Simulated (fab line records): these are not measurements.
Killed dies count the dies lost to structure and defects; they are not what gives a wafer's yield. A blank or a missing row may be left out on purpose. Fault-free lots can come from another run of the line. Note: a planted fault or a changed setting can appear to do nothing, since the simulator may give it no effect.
fab line records    flow rit_cmos    part 1 of 2: steps 1 to 28 of 41
[record] lots = 5  wafers = 15  last_day = 6
route steps=202 shown PSD@152 SDANNEAL@153 NSD@158 PLDD@159 NLDD@160 SILICIDE@161 CONTACT@168 M1@184
lots that met no fault: taken from a fault-free run of the same line
start_h: hours from the record's opening day to when the first of the lot's shown wafers began    wait_h: how many hours have passed since the lot's step before this one    " identical to the entry in the row above    L1.1+2: a row that stands for several wafers    - no value, or no start was given    * or withheld: withheld    < > ~ a bound
route shown NAME@n: NAME is a module with steps in the file, n the number in the route of the first one    usual: average and standard deviation across the fault-free wafers    same: alike in all rows    chamber/n: place in a boat    sites: readings site by site    _std_site: the standard deviation of these    _edge_site: mean of outer sites minus mean of inner sites    radius_mm: how far each site lies from the wafer's centre    mask NAME#n: copy n    behind: the last tool/chamber to shape the wafer    hold: why the lot went on hold/how many hours it stayed there/how the hold came to an end    device: names the non-switching transistor (n, p or np)    end of line: at the end of the route, the tests of the same wafers    step lacking rows: just its recipe    killed: dies that structure and defects cost at the first sort, which is not the same as the wafer's yield    map: a wafer's dies, marking killed ones x, the rest . and places with no die _
set.NAME: the setting as run; set.NAME@STEP: as run at that earlier step    model.NAME: the simulator's own value behind a step, which no gauge read
certain route steps with their lots: each step a table, each wafer a row
services: from which hour (start_h, from the record's first day; less than 0 if before it) a tool's chamber was out of use, for how many hours, and why
[[steps]]
[step RIT_PSD_TW_MEAS_10]
[usual] PSD_TW = 3432/32
lot.wafer  tool           chamber  start_h  wait_h  PSD_TW
L074.1     film_metro-03  -        49.70    0.1     3438
L074.2     "              -        "        "       3468
L074.3     "              -        "        "       3450
L076.1     film_metro-03  -        61.21    0.1     3442
L076.3     "              -        "        "       3458
L076.6     "              -        "        "       3464
L077.3     film_metro-03  -        66.03    0.1     3446
L077.4     "              -        "        "       3455
L077.5     "              -        "        "       3456
L083.1     film_metro-04  -        94.54    0.1     3479
L083.4     "              -        "        "       3446
L083.6     "              -        "        "       3470
L091.2     film_metro-02  -        134.91   0.1     3408
L091.5     "              -        "        "       3395
L091.6     "              -        "        "       3383
[step RIT_SDANNEAL_CLEAN_00]
[recipe] chemistry = SC1  mix = 3:3:50  time_s = 600  temp_c = 75
[usual] bath_guard_temp_C = 75.0/0.42
[same] time_s = 600
lot.wafer  tool          chamber  start_h  wait_h  bath_guard_temp_C
L074.1     wet_bench-02  1        49.76    0.1     75.2
L074.2     "             1        "        "       74.8
L074.3     "             1        "        "       74.9
L076.1     wet_bench-03  2        61.27    0.1     75.1
L076.3     "             2        "        "       75.2
L076.6     "             2        "        "       75.0
L077.3     wet_bench-03  3        66.07    0.0     75.2
L077.4     "             3        "        "       75.4
L077.5     "             3        "        "       75.3
L083.1     wet_bench-03  1        94.60    0.1     74.9
L083.4     "             1        "        "       75.1
L083.6     "             1        "        "       74.8
L091.2     wet_bench-04  2        134.96   0.0     74.1
L091.5     "             2        "        "       74.6
L091.6     "             2        "        "       74.2
[step RIT_SDANNEAL_CLEAN_01]
[recipe] chemistry = dHF  dilution = 50:1  time_s = 30
[same] time_s = 30
lot.wafer   tool          chamber  start_h  wait_h
L074.1+2+3  wet_bench-03  2        49.94    0.0
L076.1+3+6  wet_bench-04  1        61.46    0.0
L077.3+4+5  wet_bench-04  2        66.24    0.0
L083.1+4+6  wet_bench-04  3        94.78    0.0
L091.2+5+6  wet_bench-03  3        135.15   0.0
[step RIT_SDANNEAL_CLEAN_02]
[recipe] chemistry = SC2  mix = 3:3:50  time_s = 600  temp_c = 75  dry = n2_spin
[usual] bath_guard_temp_C = 75.0/0.38
[same] time_s = 600
lot.wafer  tool          chamber  start_h  wait_h  bath_guard_temp_C
L074.1     wet_bench-02  3        49.96    0.0     75.5
L074.2     "             3        "        "       75.8
L074.3     "             3        "        "       75.6
L076.1     wet_bench-03  3        61.48    0.0     75.4
L076.3     "             3        "        "       75.3
L076.6     "             3        "        "       75.6
L077.3     wet_bench-02  2        66.26    0.0     74.8
L077.4     "             2        "        "       74.6
L077.5     "             2        "        "       74.7
L083.1     wet_bench-02  1        94.80    0.0     74.7
L083.4     "             1        "        "       75.0
L083.6     "             1        "        "       74.9
L091.2     wet_bench-02  0        135.17   0.0     75.0
L091.5     "             0        "        "       74.5
L091.6     "             0        "        "       74.7
[step RIT_SDANNEAL_RTA_03]
[recipe] temp_c = 1050  time_s = 5  idle_temp_c = 600  ramp_up_c_per_s = 342  ramp_down_c_per_s = 171  cool_to_c = 600  ambient = N2
[usual] wafer_temp_C_max = 1053.3/1.1
[same] time_s = 5
lot.wafer  tool           chamber  start_h  wait_h  wafer_temp_C_max
L074.1     rtp_anneal-02  0        50.13    0.0     1054.6
L074.2     "              0        "        "       1053.7
L074.3     "              0        "        "       1054.0
L076.1     rtp_anneal-02  0        61.67    0.0     1056.2
L076.3     "              0        "        "       1052.1
L076.6     "              0        "        "       1053.5
L077.3     rtp_anneal-01  0        66.49    0.0     1054.5
L077.4     "              0        "        "       1054.2
L077.5     "              0        "        "       1056.1
L083.1     rtp_anneal-01  0        94.97    0.0     1055.0
L083.4     "              0        "        "       1052.6
L083.6     "              0        "        "       1053.2
L091.2     rtp_anneal-01  0        135.36   0.0     1053.0
L091.5     "              0        "        "       1054.6
L091.6     "              0        "        "       1052.8
[step RIT_SDANNEAL_RS_MEAS_04]
[recipe] thk_meas_gauge = four-point-probe
[usual] PSD_RS = 114.9/0.31
lot.wafer  tool           chamber  start_h  wait_h  PSD_RS[ohm/sq]
L074.1     film_metro-02  -        50.19    0.0     114.7
L074.2     "              -        "        "       114.5
L074.3     "              -        "        "       114.7
L076.1     film_metro-02  -        61.72    0.0     115.0
L076.3     "              -        "        "       114.8
L076.6     "              -        "        "       114.9
L077.3     film_metro-04  -        66.57    0.1     114.2
L077.4     "              -        "        "       114.4
L077.5     "              -        "        "       114.8
L083.1     film_metro-02  -        95.03    0.0     114.2
L083.4     "              -        "        "       114.9
L083.6     "              -        "        "       115.1
L091.2     film_metro-04  -        135.42   0.1     115.0
L091.5     "              -        "        "       114.9
L091.6     "              -        "        "       114.4
[step RIT_SDANNEAL_RS_MEAS_05]
[recipe] thk_meas_gauge = four-point-probe
[usual] NSD_RS = 84.52/0.27
lot.wafer  tool           chamber  start_h  wait_h  NSD_RS[ohm/sq]
L074.1     film_metro-02  -        50.31    0.1     84.14
L074.2     "              -        "        "       84.22
L074.3     "              -        "        "       84.46
L076.1     film_metro-02  -        61.84    0.1     84.85
L076.3     "              -        "        "       84.86
L076.6     "              -        "        "       85.23
L077.3     film_metro-04  -        66.69    0.1     84.70
L077.4     "              -        "        "       84.68
L077.5     "              -        "        "       84.81
L083.1     film_metro-02  -        95.15    0.1     84.13
L083.4     "              -        "        "       84.02
L083.6     "              -        "        "       84.21
L091.2     film_metro-04  -        135.54   0.1     84.63
L091.5     "              -        "        "       84.79
L091.6     "              -        "        "       84.64
[step RIT_SDANNEAL_RS_MEAS_06]
[recipe] thk_meas_gauge = four-point-probe
[usual] PLDD_RS = 179.2/0.5
lot.wafer  tool           chamber  start_h  wait_h  PLDD_RS[ohm/sq]
L074.1     film_metro-02  -        50.43    0.1     179.0
L074.2     "              -        "        "       178.7
L074.3     "              -        "        "       179.1
L076.1     film_metro-02  -        61.96    0.1     179.6
L076.3     "              -        "        "       179.0
L076.6     "              -        "        "       179.1
L077.3     film_metro-04  -        66.81    0.1     178.6
L077.4     "              -        "        "       178.5
L077.5     "              -        "        "       179.1
L083.1     film_metro-02  -        95.27    0.1     178.7
L083.4     "              -        "        "       179.1
L083.6     "              -        "        "       178.8
L091.2     film_metro-04  -        135.66   0.1     179.3
L091.5     "              -        "        "       178.9
L091.6     "              -        "        "       178.6
[step RIT_SDANNEAL_RS_MEAS_07]
[recipe] thk_meas_gauge = four-point-probe
[usual] NLDD_RS = 149.7/0.45
lot.wafer  tool           chamber  start_h  wait_h  NLDD_RS[ohm/sq]
L074.1     film_metro-02  -        50.55    0.1     149.3
L074.2     "              -        "        "       149.2
L074.3     "              -        "        "       149.9
L076.1     film_metro-02  -        62.08    0.1     149.6
L076.3     "              -        "        "       150.4
L076.6     "              -        "        "       149.7
L077.3     film_metro-04  -        66.93    0.1     149.7
L077.4     "              -        "        "       149.0
L077.5     "              -        "        "       149.3
L083.1     film_metro-02  -        95.39    0.1     149.8
L083.4     "              -        "        "       149.4
L083.6     "              -        "        "       149.9
L091.2     film_metro-04  -        135.78   0.1     150.0
L091.5     "              -        "        "       149.5
L091.6     "              -        "        "       150.1
[step RIT_SILICIDE_WET_ETCH_00]
[recipe] chemistry = BOE  target = SiO2  target_depth_nm = 14  time_s = 15  dry = n2_spin  dilution = 10:1  temp_c = 21.5
[same] time_s = 15
lot.wafer   tool          chamber  start_h  wait_h
L074.1+2+3  wet_bench-03  2        50.67    0.1
L076.1+3+6  wet_bench-04  3        62.20    0.1
L077.3+4+5  wet_bench-04  3        67.01    0.1
L083.1+4+6  wet_bench-03  3        95.51    0.1
L091.2+5+6  wet_bench-01  2        135.88   0.1
[step RIT_SILICIDE_SPUTTER_01]
[recipe] material = Ti  target_thk_nm = 30  power_w = 350  chamber_pressure_pa = 0.667  gas = Ar  time_s = 240  substrate_temp_c = 25
[usual] throttle_valve_pct = 30.0/0.55
[same] time_s = 240
lot.wafer  tool            chamber  start_h  wait_h  throttle_valve_pct
L074.1     pvd_sputter-04  -        50.68    0.0     30.0
L074.2     "               -        "        "       29.8
L074.3     "               -        "        "       29.4
L076.1     pvd_sputter-04  -        62.22    0.0     29.4
L076.3     "               -        "        "       30.8
L076.6     "               -        "        "       30.9
L077.3     pvd_sputter-01  -        67.02    0.0     30.4
L077.4     "               -        "        "       30.3
L077.5     "               -        "        "       29.7
L083.1     pvd_sputter-03  -        95.52    0.0     29.3
L083.4     "               -        "        "       30.0
L083.6     "               -        "        "       28.9
L091.2     pvd_sputter-01  -        135.90   0.0     30.0
L091.5     "               -        "        "       30.5
L091.6     "               -        "        "       30.0
[step RIT_SILICIDE_RS_MEAS_02]
[recipe] thk_meas_gauge = four-point-probe  reads = Ti_of_SILICIDE_SPUTTER_01
[usual] SILICIDE_TI_RS = 48.1/0.52
lot.wafer  tool           chamber  start_h  wait_h  SILICIDE_TI_RS[ohm/sq]
L074.1     film_metro-01  -        50.83    0.1     48.2
L074.2     "              -        "        "       48.4
L074.3     "              -        "        "       48.1
L076.1     film_metro-04  -        62.37    0.1     47.2
L076.3     "              -        "        "       47.8
L076.6     "              -        "        "       47.5
L077.3     film_metro-04  -        67.21    0.1     48.2
L077.4     "              -        "        "       49.0
L077.5     "              -        "        "       48.5
L083.1     film_metro-03  -        95.67    0.1     48.7
L083.4     "              -        "        "       49.2
L083.6     "              -        "        "       49.0
L091.2     film_metro-01  -        136.07   0.1     47.5
L091.5     "              -        "        "       48.1
L091.6     "              -        "        "       47.7
[step RIT_SILICIDE_THK_MEAS_03]
[recipe] thk_meas_gauge = xrf  reads = Ti_of_SILICIDE_SPUTTER_01
[usual] SILICIDE_TI_THK = 29.82/0.29
lot.wafer  tool           chamber  start_h  wait_h  SILICIDE_TI_THK[nm]
L074.1     film_metro-01  -        50.95    0.1     29.76
L074.2     "              -        "        "       29.67
L074.3     "              -        "        "       29.88
L076.1     film_metro-04  -        62.49    0.1     30.35
L076.3     "              -        "        "       29.98
L076.6     "              -        "        "       30.26
L077.3     film_metro-04  -        67.31    0.1     29.79
L077.4     "              -        "        "       29.30
L077.5     "              -        "        "       29.65
L083.1     film_metro-03  -        95.79    0.1     29.51
L083.4     "              -        "        "       29.35
L083.6     "              -        "        "       29.35
L091.2     film_metro-01  -        136.18   0.1     30.01
L091.5     "              -        "        "       29.65
L091.6     "              -        "        "       29.95
[step RIT_SILICIDE_RTA_04]
[recipe] temp_c = 650  time_s = 10  idle_temp_c = 25  ramp_up_s = 5  ramp_down_s = 5  cool_to_c = 25  ambient = N2
[usual] wafer_temp_C_max = 653.1/1.2
[same] time_s = 10
lot.wafer  tool           chamber  start_h  wait_h  wafer_temp_C_max
L074.1     rtp_anneal-01  0        51.01    0.1     654.9
L074.2     "              0        "        "       654.8
L074.3     "              0        "        "       653.7
L076.1     rtp_anneal-01  0        62.55    0.1     653.1
L076.3     "              0        "        "       655.5
L076.6     "              0        "        "       654.1
L077.3     rtp_anneal-02  0        67.37    0.1     651.7
L077.4     "              0        "        "       652.1
L077.5     "              0        "        "       651.7
L083.1     rtp_anneal-02  0        95.85    0.1     651.7
L083.4     "              0        "        "       652.0
L083.6     "              0        "        "       651.5
L091.2     rtp_anneal-02  0        136.24   0.1     652.1
L091.5     "              0        "        "       651.9
L091.6     "              0        "        "       651.4
[step RIT_SILICIDE_WET_ETCH_05]
[recipe] chemistry = SPM  target = Ti  temp_c = 90  time_s = 120  dry = n2_spin
[usual] bath_guard_temp_C = 90.0/0.41
[same] time_s = 120
lot.wafer  tool          chamber  start_h  wait_h  bath_guard_temp_C
L074.1     wet_bench-04  3        51.08    0.1     90.4
L074.2     "             3        "        "       90.2
L074.3     "             3        "        "       90.1
L076.1     wet_bench-04  1        62.61    0.1     90.2
L076.3     "             1        "        "       89.9
L076.6     "             1        "        "       90.5
L077.3     wet_bench-01  0        67.42    0.0     89.9
L077.4     "             0        "        "       89.5
L077.5     "             0        "        "       89.4
L083.1     wet_bench-03  1        95.99    0.1     89.7
L083.4     "             1        "        "       89.9
L083.6     "             1        "        "       90.1
L091.2     wet_bench-04  1        136.29   0.0     90.0
L091.5     "             1        "        "       90.2
L091.6     "             1        "        "       89.9
[step RIT_SILICIDE_RTA_06]
[recipe] temp_c = 750  time_s = 10  idle_temp_c = 25  ramp_up_s = 5  ramp_down_s = 10  cool_to_c = 25  ambient = N2
[usual] wafer_temp_C_max = 753.4/1.4
[same] time_s = 10
lot.wafer  tool           chamber  start_h  wait_h  wafer_temp_C_max
L074.1     rtp_anneal-02  0        51.12    0.0     751.3
L074.2     "              0        "        "       751.4
L074.3     "              0        "        "       752.3
L076.1     rtp_anneal-02  0        62.66    0.0     751.5
L076.3     "              0        "        "       751.9
L076.6     "              0        "        "       752.7
L077.3     rtp_anneal-01  0        67.52    0.0     754.2
L077.4     "              0        "        "       755.0
L077.5     "              0        "        "       754.2
L083.1     rtp_anneal-01  0        96.03    0.0     754.5
L083.4     "              0        "        "       755.8
L083.6     "              0        "        "       755.3
L091.2     rtp_anneal-01  0        136.35   0.0     753.6
L091.5     "              0        "        "       754.5
L091.6     "              0        "        "       754.2
[step RIT_CONTACT_CVD_00]
[recipe] material = SiO2  target_thk_nm = 400  precursor = TEOS  temp_c = 390  time_s = 62.96  rf_w = 400
[usual] heater_power_w = 380/61
[same] time_s = 62.96
lot.wafer  tool      chamber  start_h  wait_h  heater_power_w
L074.1     pecvd-01  0        51.19    0.1     349
L074.2     "         2        "        "       411
L074.3     "         1        "        "       507
L076.1     pecvd-03  1        62.72    0.1     376
L076.3     "         2        "        "       439
L076.6     "         2        "        "       454
L077.3     pecvd-01  2        67.57    0.0     392
L077.4     "         1        "        "       393
L077.5     "         0        "        "       318
L083.1     pecvd-01  2        96.09    0.1     399
L083.4     "         0        "        "       368
L083.6     "         1        "        "       473
L091.2     pecvd-01  0        136.41   0.0     366
L091.5     "         1        "        "       472
L091.6     "         0        "        "       382
[step RIT_CONTACT_THK_MEAS_01]
[recipe] reads = SiO2_of_CONTACT_CVD_00
[usual] CONTACT_TEOS_THK = 413/5.4
lot.wafer  tool           chamber  start_h  wait_h  CONTACT_TEOS_THK[nm]
L074.1     film_metro-04  -        51.24    0.0     413
L074.2     "              -        "        "       414
L074.3     "              -        "        "       409
L076.1     film_metro-02  -        62.77    0.0     405
L076.3     "              -        "        "       404
L076.6     "              -        "        "       412
L077.3     film_metro-02  -        67.64    0.0     419
L077.4     "              -        "        "       421
L077.5     "              -        "        "       423
L083.1     film_metro-02  -        96.14    0.0     406
L083.4     "              -        "        "       415
L083.6     "              -        "        "       414
L091.2     film_metro-04  -        136.47   0.0     402
L091.5     "              -        "        "       410
L091.6     "              -        "        "       409
[step RIT_CONTACT_HMDS_02]
[recipe] prime_time_s = 60  prime_temp_c = 140
[usual] prime_temp_c = 140.04/0.15
lot.wafer  tool            chamber  start_h  wait_h  prime_temp_c
L074.1     litho_track-01  0        51.30    0.1     140.10
L074.2     "               0        "        "       140.09
L074.3     "               0        "        "       139.90
L076.1     litho_track-01  0        62.83    0.1     140.07
L076.3     "               0        "        "       139.89
L076.6     "               0        "        "       140.00
L077.3     litho_track-02  0        67.73    0.1     140.22
L077.4     "               0        "        "       139.80
L077.5     "               0        "        "       139.98
L083.1     litho_track-02  0        96.26    0.1     140.13
L083.4     "               0        "        "       140.10
L083.6     "               0        "        "       140.10
L091.2     litho_track-03  0        136.54   0.1     140.02
L091.5     "               0        "        "       139.97
L091.6     "               0        "        "       140.03
[step RIT_CONTACT_COAT_03]
[recipe] resist = NOVOLAK  spin_rpm = 3250  resist_thk_nm = 1000
lot.wafer   tool            chamber  start_h  wait_h
L074.1+2+3  litho_track-01  0        51.45    0.1
L076.1+3+6  litho_track-01  0        62.98    0.1
L077.3+4+5  litho_track-02  0        67.88    0.1
L083.1+4+6  litho_track-02  0        96.41    0.1
L091.2+5+6  litho_track-03  0        136.69   0.1
[step RIT_CONTACT_SOFTBAKE_04]
[recipe] resist = NOVOLAK  temp_c = 90  time_s = 60
[same] time_s = 60
lot.wafer   tool            chamber  start_h  wait_h
L074.1+2+3  litho_track-01  0        51.60    0.1
L076.1+3+6  litho_track-01  0        63.13    0.1
L077.3+4+5  litho_track-02  0        68.03    0.1
L083.1+4+6  litho_track-02  0        96.56    0.1
L091.2+5+6  litho_track-03  0        136.84   0.1
[step RIT_CONTACT_EXPOSE_05]
[recipe] mask_id = M11  na = 0.6  source_shape = conventional  sigma_outer = 0.5  target_cd_nm = 1000  dose_mj = 250
lot.wafer   tool              chamber  start_h  wait_h  mask
L074.1+2+3  iline_stepper-01  0        51.87    0.2     M11#0
L076.1+3+6  iline_stepper-01  0        63.41    0.2     M11#0
L077.3+4+5  iline_stepper-02  0        68.29    0.2     M11#0
L083.1+4+6  iline_stepper-02  0        96.71    0.1     M11#0
L091.2+5+6  iline_stepper-02  0        137.21   0.3     M11#0
[step RIT_CONTACT_PEB_06]
[recipe] resist = NOVOLAK  temp_c = withheld  time_s = withheld
lot.wafer   tool            chamber  start_h  wait_h
L074.1+2+3  litho_track-01  0        51.99    0.1
L076.1+3+6  litho_track-01  0        63.52    0.1
L077.3+4+5  litho_track-02  0        68.42    0.1
L083.1+4+6  litho_track-01  0        96.83    0.1
L091.2+5+6  litho_track-02  0        137.33   0.1
[step RIT_CONTACT_DEVELOP_07]
[recipe] resist = NOVOLAK  develop_time_s = 120  dev_temp_c = 23
lot.wafer   tool            chamber  start_h  wait_h
L074.1+2+3  litho_track-01  0        -        -
L076.1+3+6  litho_track-01  0        -        -
L077.3+4+5  litho_track-02  0        -        -
L083.1+4+6  litho_track-01  0        -        -
L091.2+5+6  litho_track-02  0        -        -
[step RIT_CONTACT_CD_MEAS_08]
[recipe] target_cd_nm = 1000
[usual] cd_nm = 999.7/2.3
lot.wafer  tool       chamber  start_h  wait_h  cd_nm
L074.1     cd_sem-02  -        52.45    -       1001.8
L074.2     "          -        "        "       1001.8
L074.3     "          -        "        "       1001.6
L076.1     cd_sem-02  -        63.92    -       996.2
L076.3     "          -        "        "       994.5
L076.6     "          -        "        "       997.6
L077.3     cd_sem-02  -        68.81    -       1000.2
L077.4     "          -        "        "       1001.4
L077.5     "          -        "        "       1001.1
L083.1     cd_sem-01  -        97.23    -       999.8
L083.4     "          -        "        "       998.7
L083.6     "          -        "        "       997.9
L091.2     cd_sem-02  -        137.72   -       998.6
L091.5     "          -        "        "       1000.0
L091.6     "          -        "        "       997.8
[step RIT_CONTACT_OVL_MEAS_09]
[usual] CONTACT_OVL = 1.0/1.7
lot.wafer  tool        chamber  start_h  wait_h  CONTACT_OVL[nm]
L074.1     overlay-01  -        52.57    0.1     0.6
L074.2     "           -        "        "       1.7
L074.3     "           -        "        "       2.6
L076.1     overlay-01  -        64.04    0.1     2.9
L076.3     "           -        "        "       1.3
L076.6     "           -        "        "       3.2
L077.3     overlay-01  -        68.90    0.1     2.6
L077.4     "           -        "        "       2.8
L077.5     "           -        "        "       5.8
L083.1     overlay-01  -        97.35    0.1     -0.3
L083.4     "           -        "        "       0.9
L083.6     "           -        "        "       1.0
L091.2     overlay-01  -        137.83   0.1     2.7
L091.5     "           -        "        "       0.7
L091.6     "           -        "        "       2.5
[step RIT_CONTACT_HARDBAKE_10]
[recipe] resist = NOVOLAK  temp_c = 140  time_s = 60
[same] time_s = 60
lot.wafer   tool            chamber  start_h  wait_h
L074.1+2+3  litho_track-03  0        52.60    0.0
L076.1+3+6  litho_track-01  0        64.08    0.0
L077.3+4+5  litho_track-02  0        68.97    0.1
L083.1+4+6  litho_track-01  0        97.38    0.0
L091.2+5+6  litho_track-02  0        137.89   0.0
[step RIT_CONTACT_ETCH_11]
[recipe] target_depth_a = 4800  over_etch_frac = 0.2  stop_on = TiSi2  chemistry = CHF3/CF4/Ar  target = SiO2  CHF3_flow_sccm = 50  cf4_flow_sccm = 10  Ar_flow_sccm = 100  O2_flow_sccm = 5  pressure_mtorr = 100  rf_w = 200  time_s = 335
[usual] cf4_flow_sccm = 10.00/0.031  drypump_motor_current_A = 5.5/0.33  oes_product_au = 0.990/0.016  throttle_valve_pct = 8.86/0.16
[same] over_etch_frac = 0.2  time_s = 335
lot.wafer  tool         chamber  start_h  wait_h  cf4_flow_sccm  drypump_motor_current_A  oes_product_au  rf_hours_counter_h  throttle_valve_pct
L074.1     rie_diel-03  0        52.75    0.1     10.03          5.1                      1.024           150                 8.89
L074.2     "            2        "        "       10.01          5.5                      1.008           95                  9.02
L074.3     "            1        "        "       9.96           5.5                      0.977           47                  8.70
L076.1     rie_diel-03  0        64.23    0.1     10.03          5.1                      1.024           150                 8.90
L076.3     "            2        "        "       10.01          5.5                      0.999           96                  9.01
L076.6     "            0        "        "       10.04          5.2                      1.022           -                   8.88
L077.3     rie_diel-02  0        69.07    0.1     10.05          5.8                      0.994           109                 8.93
L077.4     "            3        "        "       10.00          5.5                      1.003           86                  8.64
L077.5     "            1        "        "       10.03          5.3                      0.999           -                   9.04
L083.1     rie_diel-03  2        97.53    0.1     10.03          5.5                      0.997           96                  9.01
L083.4     "            3        "        "       9.98           5.9                      0.977           105                 9.00
L083.6     "            3        "        "       10.00          5.9                      0.977           -                   9.02
L091.2     rie_diel-02  1        138.01   0.1     10.00          5.3                      1.003           6                   9.03
L091.5     "            2        "        "       10.00          4.9                      0.970           -                   8.81
L091.6     "            3        "        "       9.98           5.5                      0.990           -                   8.67
